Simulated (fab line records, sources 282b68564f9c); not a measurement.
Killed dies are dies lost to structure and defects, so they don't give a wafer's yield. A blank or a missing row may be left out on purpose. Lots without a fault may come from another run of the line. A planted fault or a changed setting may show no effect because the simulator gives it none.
Split-lot experiment | flow rit_cmos | 5 lots, 23 wafers read, on a route of 202 steps

THE SPLIT
At RIT_NSD_IMPLANT_08, the setting dose_cm2 was moved away from the recipe's 1e+15 on 9 of the 23 wafers read, by -4.9% to +4.5%. The other wafers ran this setting at the recipe's value.

FROM THE SPLIT TO THE READING: what the file shows between them, 4 steps
- RIT_NSD_STRIP_09: strips in O2, time 180 s
- RIT_SDANNEAL_CLEAN_01: cleans in dHF, time 30 s (also split here: time_s)
- RIT_SDANNEAL_CLEAN_02: cleans in SC2, time 600 s
- RIT_SDANNEAL_RTA_03: time 5 s

THE READING
NSD_RS, in ohm/sq, at RIT_SDANNEAL_RS_MEAS_05 (measures by four-point-probe). Fault-free wafers of this fab line usually give 84.63 ohm/sq, standard deviation 0.28 ohm/sq.

wafer  | tool, chamber at the split | dose_cm2 as run | against the recipe | NSD_RS, ohm/sq | against lot-mates on the recipe
L074.2 | implanter-01, 0            | 1e+15           | recipe             | 84.45          | -
L074.3 | implanter-01, 0            | 1e+15           | recipe             | 84.18          | -
L074.4 | implanter-01, 0            | 1.045e+15       | +4.5%              | 81.41          | -2.88
L074.5 | implanter-01, 0            | 1.045e+15       | +4.5%              | 81.37          | -2.92
L074.6 | implanter-01, 0            | 1e+15           | recipe             | 84.24          | -
L077.1 | implanter-01, 0            | 1e+15           | recipe             | 84.50          | -
L077.2 | implanter-01, 0            | 1.04e+15        | +4.0%              | 81.96          | -2.39
L077.3 | implanter-01, 0            | 1e+15           | recipe             | 84.26          | -
L077.5 | implanter-01, 0            | 1e+15           | recipe             | 84.30          | -
L077.6 | implanter-01, 0            | 1.04e+15        | +4.0%              | 81.69          | -2.66
L079.1 | implanter-01, 0            | 9.803e+14       | -2.0%              | 85.77          | +1.24
L079.2 | implanter-01, 0            | 9.803e+14       | -2.0%              | 85.77          | +1.24
L079.3 | implanter-01, 0            | 9.803e+14       | -2.0%              | 86.05          | +1.52
L079.4 | implanter-01, 0            | 1e+15           | recipe             | 84.51          | -
L079.6 | implanter-01, 0            | 1e+15           | recipe             | 84.55          | -
L082.1 | implanter-01, 0            | 1e+15           | recipe             | 84.56          | -
L082.3 | implanter-01, 0            | 1e+15           | recipe             | 84.73          | -
L082.4 | implanter-01, 0            | 1e+15           | recipe             | 84.96          | -
L085.1 | implanter-01, 0            | 9.514e+14       | -4.9%              | 88.21          | +3.58
L085.3 | implanter-01, 0            | 9.514e+14       | -4.9%              | 88.05          | +3.42
L085.4 | implanter-01, 0            | 1e+15           | recipe             | 84.67          | -
L085.5 | implanter-01, 0            | 1e+15           | recipe             | 84.67          | -
L085.6 | implanter-01, 0            | 1e+15           | recipe             | 84.55          | -

THE FIT
A straight line over all 23 wafers: NSD_RS changes by -0.706 ohm/sq for each +1% of dose_cm2; r = -0.99; the points scatter about the line by 0.2 ohm/sq.
The same after taking each lot's own level away (the mean of its wafers on the recipe; 23 wafers): -0.672 ohm/sq for each +1%; r = -1.00; scatter 0.14 ohm/sq.
On that fit, the largest move of dose_cm2 shifts the reading by 3.3 ohm/sq.
The lots' own levels span 84.290 to 84.750 ohm/sq, that is 1.6 times the standard deviation above.
So the lot-to-lot level changes the slope little: the two slopes agree.
Check: with one of the wafers moved furthest among these (-4.9%) left out of the fit, the line predicts +3.23 ohm/sq for it against its lot-mates. It came out at +3.58 ohm/sq against them.

OTHER SPLITS ON THESE WAFERS
These wafers also went through other splits before the reading. Each is held against what the fit with the lots' levels taken away leaves over:
other split on the same wafers      | wafers away from the commonest value | r with NSD_RS (lot level and that fit taken away)
RIT_SPACER_CVD_03 sih2cl2_flow_sccm | 15                                   | +0.13
RIT_SDANNEAL_CLEAN_01 time_s        | 5                                    | -0.16

THE FILE'S OWN FIT
NSD_RS changes by -0.671 ohm/sq for each +1% of dose_cm2, r = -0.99.
